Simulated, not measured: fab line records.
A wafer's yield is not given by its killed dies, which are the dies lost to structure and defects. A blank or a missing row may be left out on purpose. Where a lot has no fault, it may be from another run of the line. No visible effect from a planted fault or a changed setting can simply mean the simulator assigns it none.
Which of the tools did it?	flow rit-cmos	42 wafers from 14 lots sampled at 6 of the route's 202 steps

== WHAT THE GAUGES SHOWED, per wafer ==
RIT_PRETRO_TW_MEAS_10. Usual: for PRETRO_TW the level is 472 and the standard deviation is 6.7.
lot	measured	on	PRETRO_TW	flag
L896	day 2 10:17	film-metro-01	469 464 469	
L897	day 2 15:59	film-metro-02	475 472 472	
L899	day 2 23:56	film-metro-01	467 464 468	
L900	day 3 05:11	film-metro-01	464 465 467	
L903	day 3 19:15	film-metro-03	481 478 481	
L904	day 4 03:47	film-metro-02	473 472 469	
L906	day 4 11:44	film-metro-03	484 482 483	
L907	day 4 16:53	film-metro-02	471 472 473	
L908	day 4 21:10	film-metro-01	466 466 466	
L911	day 5 12:33	film-metro-03	483 482 480	
L916	day 6 20:04	film-metro-02	470 470 471	
L917	day 6 21:53	film-metro-01	467 468 465	
L918	day 7 00:19	film-metro-03	479 479 480	
L919	day 7 06:37	film-metro-01	471 468 470	

RIT_PLDD_OVL_MEAS_06. Usual: for PLDD_OVL the level is -0.7 nm and the standard deviation is 1.1.
lot	measured	on	PLDD_OVL (nm)	flag
L896	day 2 23:57	overlay-02	0.6 -0.2 0.0	
L897	day 3 04:08	overlay-02	-1.0 -1.7 -1.2	
L899	day 3 11:44	overlay-01	-0.7 -1.6 0.7	
L900	day 3 17:58	overlay-02	-1.8 -1.7 -1.8	
L903	day 4 07:12	overlay-01	-0.5 -1.0 -1.9	
L904	day 4 15:16	overlay-01	-0.3 0.2 -2.5	
L906	day 5 01:10	overlay-01	-2.2 -3.3 -2.2	
L907	day 5 06:04	overlay-01	-2.0 -1.5 -3.2	
L908	day 5 08:45	overlay-02	-0.7 1.5 -0.7	
L911	day 6 08:38	overlay-01	-0.6 1.7 -0.4	
L916	day 7 08:17	overlay-01	-1.4 -1.0 -2.1	
L917	day 7 12:15	overlay-01	0.2 1.3 0.2	
L918	day 7 16:41	overlay-01	-1.5 -1.6 -0.6	
L919	day 7 20:56	overlay-01	-0.3 0.4 0.2	

RIT_M1_CD_MEAS_09: the cd target is 2600 nm. Usual: cd-nm 2599.7 nm, standard deviation 2.6.
lot	measured	on	cd-nm (nm)	flag
L896	day 3 11:35	cd-sem-02	2597.8 2598.0 2596.7	
L897	day 3 15:45	cd-sem-01	2600.2 2601.2 2600.5	
L899	day 4 00:16	cd-sem-01	2600.2 2596.4 2596.2	
L900	day 4 05:11	cd-sem-02	2598.7 2597.1 2597.0	
L903	day 4 18:26	cd-sem-01	2604.7 2604.6 2604.8	
L904	day 5 04:10	cd-sem-02	2600.7 2601.2 2600.7	
L906	day 5 12:51	cd-sem-02	2601.5 2601.3 2600.0	
L907	day 5 17:23	cd-sem-02	2601.0 2599.0 2603.5	
L908	day 5 20:46	cd-sem-02	- - -	OFF
L911	day 6 20:02	cd-sem-02	- - -	OFF
L916	day 7 19:41	cd-sem-01	2596.1 2598.0 2596.7	
L917	day 7 23:57	cd-sem-02	2592.2 2595.4 2594.8	
L918	day 8 04:04	cd-sem-02	2602.1 2602.1 2603.5	
L919	day 8 08:16	cd-sem-01	2602.3 2598.7 2599.9	

RIT_M1_OVL_MEAS_10. Usual: for M1_OVL the level is 0.4 nm and the standard deviation is 1.3.
lot	measured	on	M1_OVL (nm)	flag
L896	day 3 11:42	overlay-02	2.9 3.1 2.5	
L897	day 3 15:52	overlay-02	0.8 0.8 1.4	
L899	day 4 00:22	overlay-02	1.9 1.0 1.6	
L900	day 4 05:17	overlay-02	2.0 0.3 0.3	
L903	day 4 18:34	overlay-01	-1.2 -0.5 0.6	
L904	day 5 04:17	overlay-02	-1.4 -0.4 -0.4	
L906	day 5 12:58	overlay-01	1.0 0.5 0.1	
L907	day 5 17:30	overlay-02	0.2 -0.3 -1.6	
L908	day 5 20:53	overlay-02	- - -	OFF
L911	day 6 20:08	overlay-02	- - -	OFF
L916	day 7 19:48	overlay-01	-0.8 1.4 -0.1	
L917	day 8 00:04	overlay-02	3.0 -0.5 1.5	
L918	day 8 04:11	overlay-01	1.0 1.2 0.8	
L919	day 8 08:23	overlay-02	1.4 0.9 1.3	

RIT_M1_BOW_MEAS_16. Usual: for M1_BOW the level is 17 um and the standard deviation is 6.6.
lot	measured	on	M1_BOW (um)	flag
L896	day 3 14:19	film-metro-04	5 22 11	
L897	day 3 18:28	film-metro-04	2 19 18	
L899	day 4 03:01	film-metro-04	23 20 22	
L900	day 4 07:43	film-metro-02	25 14 21	
L903	day 4 21:07	film-metro-04	20 18 13	
L904	day 5 06:42	film-metro-01	21 7 17	
L906	day 5 15:23	film-metro-01	19 11 21	
L907	day 5 19:56	film-metro-01	18 11 25	
L908	day 5 23:18	film-metro-02	4 17 25	
L916	day 7 23:31	film-metro-04	29 20 14	
L917	day 8 02:32	film-metro-01	11 14 25	
L918	day 8 06:38	film-metro-01	11 1 30	
L919	day 8 10:49	film-metro-04	21 11 28	

== WHAT TOOL EACH LOT RAN ON (gives the tool, then ch and the chambers of the sampled wafers, and finally the start) ==
lot	RIT_M1_DEVELOP_08
L896	litho-track-02 ch 0, day 3 11:00
L897	litho-track-04 ch 0, day 3 15:00
L899	litho-track-04 ch 0, day 4 00:00
L900	litho-track-02 ch 0, day 4 05:00
L903	litho-track-04 ch 0, day 4 18:00
L904	litho-track-02 ch 0, day 5 03:00
L906	litho-track-02 ch 0, day 5 12:00
L907	litho-track-01 ch 0, day 5 17:00
L908	litho-track-02 ch 0, day 5 20:00
L911	litho-track-02 ch 0, day 6 19:00
L916	litho-track-04 ch 0, day 7 19:00
L917	litho-track-01 ch 0, day 7 23:00
L918	litho-track-01 ch 0, day 8 03:00
L919	litho-track-01 ch 0, day 8 08:00
- RIT_M1_DEVELOP_08: develop time 68 s.

== WHAT THE TOOLS THEMSELVES READ (means of the sampled wafers that have a number; where no wafer has one, the mark that the record gives instead) ==
The record holds no such reading with a usual standard deviation.

== THE ANSWER, worked out from the rows above alone ==
Rule: a lot counts as off when the mean over its wafers that have a number is more than 3 standard deviations away from the usual mean. Also off: a lot with no number at a reading for which 4 or more lots have one. All remaining lots with rows at the step are treated as sound. First the gauges in route order, then the tools' own readings, where a lot's mean is used as printed above. At the first step where some lot is off, the reading lying furthest off is the one used; lots without a number count as furthest.
Off, at RIT_M1_CD_MEAS_09 on cd-nm: L908, L911. Without a number there: L908, L911.
A tool fits if, at a process step before that reading, it ran every lot that is off, and no sound lot after the first of them. Not tried: the gauges at RIT_M1_CD_MEAS_09; whatever is off there is also off at RIT_M1_OVL_MEAS_10, on other tools, and gauge error can't account for it. One fits: litho-track-02 at RIT_M1_DEVELOP_08. Its last sound lot is L906 (day 5 12:00), its first lot that is off L908 (day 5 20:00): a fault that began between those two fits.

== WHAT THE SIMULATOR HAD PUT IN ==
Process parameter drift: litho-track-02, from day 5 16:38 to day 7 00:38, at RIT_M1_DEVELOP_08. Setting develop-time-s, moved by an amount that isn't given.
Struck lots among those shown: L908, L911. The rule above found the same.
